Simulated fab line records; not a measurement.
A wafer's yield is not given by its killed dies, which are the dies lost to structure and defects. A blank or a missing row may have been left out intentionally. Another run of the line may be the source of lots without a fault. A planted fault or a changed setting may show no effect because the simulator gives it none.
Matching of chambers | flow berkeleyCmos170 | cmp-01 running UCB170_V1_CMP_02: 4 sister chambers
The step polishes SiO2. 4 wafers are shown with their chamber, then 7 later ones without.

WAFERS, EACH WITH ITS CHAMBER
wafer  | chamber | motorCurrentA (A)
L339.2 | 0       | 17.2
L339.5 | 1       | 16.3
L352.2 | 2       | 16.0
L352.4 | 3       | 17.0

WAFERS WHOSE CHAMBER IS MISSING
wafer  | motorCurrentA (A)
L352.6 | 14.9
L353.1 | 16.6
L353.2 | 17.4
L353.3 | 15.2
L357.1 | 17.3
L357.3 | 18.4
L357.6 | 16.7

WHICH CHAMBER EACH WENT THROUGH
wafer  | from the rows above               | in truth
L352.6 | can't be placed: 2 or 1 or 3 or 0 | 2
L353.1 | can't be placed: 1 or 3 or 0 or 2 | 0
L353.2 | can't be placed: 0 or 3 or 1 or 2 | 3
L353.3 | can't be placed: 2 or 1 or 3 or 0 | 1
L357.1 | can't be placed: 0 or 3 or 1 or 2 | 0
L357.3 | can't be placed: 0 or 3 or 1 or 2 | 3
L357.6 | can't be placed: 3 or 1 or 0 or 2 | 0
Correct placement for 0 of the 7. Not placeable from these rows: 7 (in 7, the candidates include the true chamber). 0 placed wrongly.
How it was worked out, from the rows above alone: a wafer's distance from a chamber is the root of the sum, over the readings, of the square of ((its reading less the chamber's mean) divided by the reading's scatter). If the next closest chamber is less than 2 further off than the closest, the wafer can't be placed; otherwise it belongs to the closest. The mean given for a chamber averages the wafers shown for that chamber. The scatter (one wafer shown for each chamber): square how far every hidden wafer sits from the nearest shown wafer, average those squares and take the square root.
